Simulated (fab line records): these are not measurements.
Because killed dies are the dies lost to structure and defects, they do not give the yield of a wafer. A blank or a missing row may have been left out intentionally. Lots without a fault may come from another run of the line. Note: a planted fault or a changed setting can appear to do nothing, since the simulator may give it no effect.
Which tool did it?    flow rit_cmos    42 wafers from 14 lots sampled at 3 of the route's 202 steps

## WHAT EACH GAUGE READ, for each wafer
RIT_PLDD_TW_MEAS_10.
lot   measured     on             PLDD_TW
L744  day 2 23:36  film_metro-04  2348 2352 2357
L745  day 3 03:29  film_metro-04  2319 2337 2327
L747  day 3 16:09  film_metro-04  2333 2347 2331
L748  day 3 23:19  film_metro-04  2336 2325 2322
L749  day 4 01:56  film_metro-03  2381 2384 2376
L750  day 4 07:46  film_metro-03  2381 2374 2382
L752  day 4 13:38  film_metro-01  2350 2326 2330
L753  day 4 23:14  film_metro-01  2129 2129 2131 2124 2117 2136
L754  day 5 03:50  film_metro-03  2170 2175 2173 2177 2168 2172
L761  day 6 21:38  film_metro-03  2394 2396 2398
L763  day 7 13:05  film_metro-03  2395 2386 2401
L765  day 8 03:35  film_metro-01  2330 2326 2321
L767  day 8 09:16  film_metro-03  2375 2387 2372
L766  day 8 09:32  film_metro-01  2342 2332 2340

RIT_SDANNEAL_RS_MEAS_06: uses a four-point probe to measure.
lot   measured     on             PLDD_RS (ohm/sq)
L744  day 3 06:18  film_metro-03  178.3 178.2 178.6
L745  day 3 10:49  film_metro-03  178.6 179.2 179.4
L747  day 3 22:14  film_metro-01  178.2 178.8 178.5
L748  day 4 05:44  film_metro-01  178.9 178.4 179.4
L749  day 4 08:09  film_metro-01  178.8 179.5 179.4
L750  day 4 14:07  film_metro-03  179.4 178.8 179.3
L752  day 4 20:19  film_metro-01  178.3 178.7 179.3
L753  day 5 07:18  film_metro-04  216.7 216.9 216.6 216.5 216.7 217.0
L754  day 5 19:19  film_metro-04  216.3 216.9 217.6 216.3 216.5 217.6
L761  day 7 04:06  film_metro-01  179.1 178.2 179.0
L763  day 7 21:52  film_metro-03  179.2 178.6 178.6
L765  day 8 09:49  film_metro-03  178.6 178.2 178.6
L767  day 8 15:41  film_metro-04  178.4 178.6 178.8
L766  day 8 16:08  film_metro-01  178.8 178.7 178.7

## WHAT TOOL EACH LOT RAN ON (gives the tool, then ch and the chambers of the sampled wafers, and finally the start)
lot   RIT_PLDD_IMPLANT_08
L744  implanter-03 ch 0, day 2 23:17
L745  implanter-03 ch 0, day 3 03:10
L747  implanter-01 ch 0, day 3 15:50
L748  implanter-02 ch 0, day 3 23:00
L749  implanter-03 ch 0, day 4 01:37
L750  implanter-01 ch 0, day 4 07:26
L752  implanter-03 ch 0, day 4 13:18
L753  implanter-01 ch 0, day 4 22:56
L754  implanter-01 ch 0, day 5 03:32
L761  implanter-02 ch 0, day 6 21:19
L763  implanter-02 ch 0, day 7 12:46
L765  implanter-01 ch 0, day 8 03:17
L767  implanter-02 ch 0, day 8 08:57
L766  implanter-01 ch 0, day 8 09:13
- RIT_PLDD_IMPLANT_08

## WHAT THE TOOLS THEMSELVES READ (means of the sampled wafers that have a number; where no wafer has one, the mark that the record gives instead)
RIT_PLDD_IMPLANT_08.
lot   tool          beam_on_s (s)  dose_ions_cm2  faraday_current_uA
L744  implanter-03  9.99           9e+14          2818
L745  implanter-03  10.03          9e+14          2806
L747  implanter-01  10.02          9e+14          2809
L748  implanter-02  10.06          9e+14          2797
L749  implanter-03  10.10          9e+14          2797
L750  implanter-01  9.96           9e+14          2832
L752  implanter-03  9.96           9e+14          2837
L753  implanter-01  9.98           6e+14          1975
L754  implanter-01  10.08          6e+14          1958
L761  implanter-02  9.80           9e+14          2885
L763  implanter-02  10.02          9e+14          2818
L765  implanter-01  9.84           9e+14          2861
L767  implanter-02  10.02          9e+14          2820
L766  implanter-01  10.03          9e+14          2803

## THE ANSWER, worked out from the rows above alone
Rule: what is usual is taken from the lots themselves. Put in order of their means at a reading, lots are off if they are a third of the lots or fewer, leave a main group of 4 or more, and stand apart from it by a gap of 3 or more times the standard deviation of the main group's means; of several such gaps the widest counts. A main group is skipped when, at the precision printed for the reading in the tables above, its means are all equal. Also off: a lot with no number at a reading for which 4 or more lots have one. Where the step has rows for the other lots, those lots are counted as sound. The gauges are gone through in route order, then the tools' own readings, and for those a lot's mean is taken as printed above. At the first step where some lot is off, the reading lying furthest off is the one used; lots without a number count as furthest.
Off: at RIT_PLDD_TW_MEAS_10 (PLDD_TW), L753, L754. The main group: mean 2356, standard deviation 26.
A tool fits if, at a process step before that reading, it ran every lot that is off, and no sound lot after the first of them. The gauges at RIT_PLDD_TW_MEAS_10 aren't tried: what is off there is off at RIT_SDANNEAL_RS_MEAS_06 too, on other tools, and a gauge's error can't cause that. Not one of the candidates tried fits.

## WHAT HAD BEEN PUT IN BY THE SIMULATOR
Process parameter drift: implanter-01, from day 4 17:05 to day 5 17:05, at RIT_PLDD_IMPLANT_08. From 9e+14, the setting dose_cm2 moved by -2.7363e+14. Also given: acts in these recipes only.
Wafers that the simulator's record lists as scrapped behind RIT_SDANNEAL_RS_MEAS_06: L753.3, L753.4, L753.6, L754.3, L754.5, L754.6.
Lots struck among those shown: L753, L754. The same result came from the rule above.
